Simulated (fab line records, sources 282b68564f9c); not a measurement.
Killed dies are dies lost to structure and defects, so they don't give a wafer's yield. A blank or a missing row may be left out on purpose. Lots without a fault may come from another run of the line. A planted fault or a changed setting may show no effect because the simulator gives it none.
A struck lot beside a sound one | flow rit_cmos | 32 steps out of a route of 202
Sound: wafers L708.2, L708.3, L708.6. Struck: wafers L707.1, L707.4, L707.6. The cause comes at the end.
At each step with rows: each side's tool, then ch and its chambers, then its first start. Under that, the readings that differ: sound wafers | struck wafers | difference of the means | sigmas: that difference in standard deviations of wafers without a fault.
alike: readings whose means differ by less than 2 such deviations, and words and numbers that are the same on both sides. not compared: withheld readings, readings that some wafer has no value for, bounds like >300 that may hide the same value, and numbers for which the record gives no deviation and whose values overlap.
The two part at a step that has a row with sigmas, a row that says differs or no value, or rows on one side only. Numbers that don't overlap but have no deviation are shown without sigmas and don't part them. A reading that every wafer of one side lacks parts them only if that side has two wafers or more.

RIT_ACTIVE_BOW_MEAS_00:
  sound on film_metro-01, day 4 13:01; struck on film_metro-04, day 4 08:00
  alike: INCOMING_BOW
RIT_ACTIVE_OXIDATION_01: target thk 46.8 nm, ox time 3360 s.
  sound on furnace-03 ch 0, day 4 13:13; struck on furnace-01 ch 0, day 4 08:07
  alike: tube_center_temp_C_max
RIT_ACTIVE_THK_MEAS_02:
  sound on film_metro-02, day 4 15:10; struck on film_metro-01, day 4 10:03
  reading               | sound          | struck         | difference | sigmas
  ACTIVE_OXIDE_THK (nm) | 46.5 46.6 46.9 | 47.7 48.1 49.4 | +1.7       | +2
then, 1 step without rows for these wafers: RIT_ACTIVE_CVD_03 (deposits Si3N4 from SiH2Cl2/NH3, target thk 150 nm, time 1500 s).
RIT_ACTIVE_THK_MEAS_04:
  sound on film_metro-04, day 4 16:38; struck on film_metro-02, day 4 12:14
  reading                 | sound             | struck            | difference | sigmas
  ACTIVE_NITRIDE_THK (nm) | 148.1 148.7 147.0 | 153.8 153.6 153.5 | +5.7       | +4
then, 6 steps without rows for these wafers: RIT_ACTIVE_HMDS_05 (prime time 60 s); RIT_ACTIVE_COAT_06 (resist thk 1009 nm); RIT_ACTIVE_SOFTBAKE_07 (time 60 s); RIT_ACTIVE_EXPOSE_08 (exposes mask M1, target cd 1400 nm); RIT_ACTIVE_PEB_09; RIT_ACTIVE_DEVELOP_10 (develop time 50 s).
RIT_ACTIVE_CD_MEAS_11: target cd 1400 nm.
  sound on cd_sem-02, day 4 17:41; struck on cd_sem-02, day 4 13:09
  alike: cd_nm
then, 1 step without rows for these wafers: RIT_ACTIVE_HARDBAKE_12 (time 60 s).
RIT_ACTIVE_ETCH_13: etches Si3N4 in SF6, stops on SiO2, time 210 s, target depth 210 nm.
  sound on rie_diel-03 ch 0,1, day 4 17:56; struck on rie_diel-02 ch 0,1,2, day 4 13:25
  alike: drypump_motor_current_A, oes_product_au, throttle_valve_pct
  not compared: rf_hours_counter_h
RIT_ACTIVE_STRIP_14: strips in O2, time 180 s.
  sound on plasma_asher-03 ch 0,1, day 4 18:04; struck on plasma_asher-01 ch 0,1, day 4 13:33
  alike: drypump_motor_current_A
  not compared: rf_hours_counter_h
RIT_ACTIVE_CD_MEAS_90: target cd 1400 nm.
  sound on cd_sem-02, day 4 18:16; struck on cd_sem-01, day 4 13:44
  alike: cd_nm
then, 4 steps without rows for these wafers: RIT_ACTIVE_CLEAN_15 (cleans in SC1, time 600 s); RIT_ACTIVE_CLEAN_16 (cleans in dHF, time 30 s); RIT_ACTIVE_CLEAN_17 (cleans in SC2, time 600 s); RIT_FOX1_OXIDATION_00 (target thk 350.7 nm, ox time 1130 s).
RIT_FOX1_THK_MEAS_01:
  sound on film_metro-03, day 4 22:16; struck on film_metro-01, day 4 15:40
  reading             | sound       | struck      | difference | sigmas
  FOX1_OXIDE_THK (nm) | 355 359 358 | 341 346 345 | -13        | -2
then, 2 steps without rows for these wafers: RIT_FOX1_WET_ETCH_02 (etches SiO2 in BOE, target depth 350 nm, time 390 s); RIT_FOX2_OXIDATION_00 (target thk 350.7 nm, ox time 1130 s).
RIT_FOX2_THK_MEAS_01:
  sound on film_metro-03, day 4 23:58; struck on film_metro-04, day 4 17:10
  alike: FOX2_OXIDE_THK
then, 2 steps without rows for these wafers: RIT_FOX2_CLEAN_02 (cleans in dHF, time 180 s); RIT_FOX2_WET_ETCH_03 (etches Si3N4 in H3PO4, target depth 195 nm, time 2700 s).
RIT_FOX2_THK_MEAS_90:
  sound on film_metro-04, day 5 00:50; struck on film_metro-04, day 4 18:02
  alike: FIELD_OXIDE_LEFT_1_THK
then, 4 steps without rows for these wafers: RIT_NWELL_HMDS_00 (prime time 60 s); RIT_NWELL_COAT_01 (resist thk 1300 nm); RIT_NWELL_SOFTBAKE_02 (time 60 s); RIT_NWELL_EXPOSE_03 (exposes mask M2, target cd 43900 nm).
RIT_M1_PROBE_99:
  sound on prober-02, day 6 16:43; struck on prober-01, day 6 09:02
  reading                                      | sound                | struck               | difference | sigmas
  model.etest.diode_nwell_sub.leak_log10_a_cm2 | -7.704 -7.311 -7.367 | -7.042 -6.979 -6.993 | +0.456     |
  alike: killed_at_contacts, killed_at_front_end, killed_dies, killed_open, killed_short

WHERE THEY PART
First at RIT_ACTIVE_THK_MEAS_02; last, within this record, at RIT_FOX1_THK_MEAS_01. Later steps at which nothing parts them and some readings are alike: RIT_FOX2_THK_MEAS_01, RIT_FOX2_THK_MEAS_90, RIT_M1_PROBE_99.

WHY: what the simulator had put in
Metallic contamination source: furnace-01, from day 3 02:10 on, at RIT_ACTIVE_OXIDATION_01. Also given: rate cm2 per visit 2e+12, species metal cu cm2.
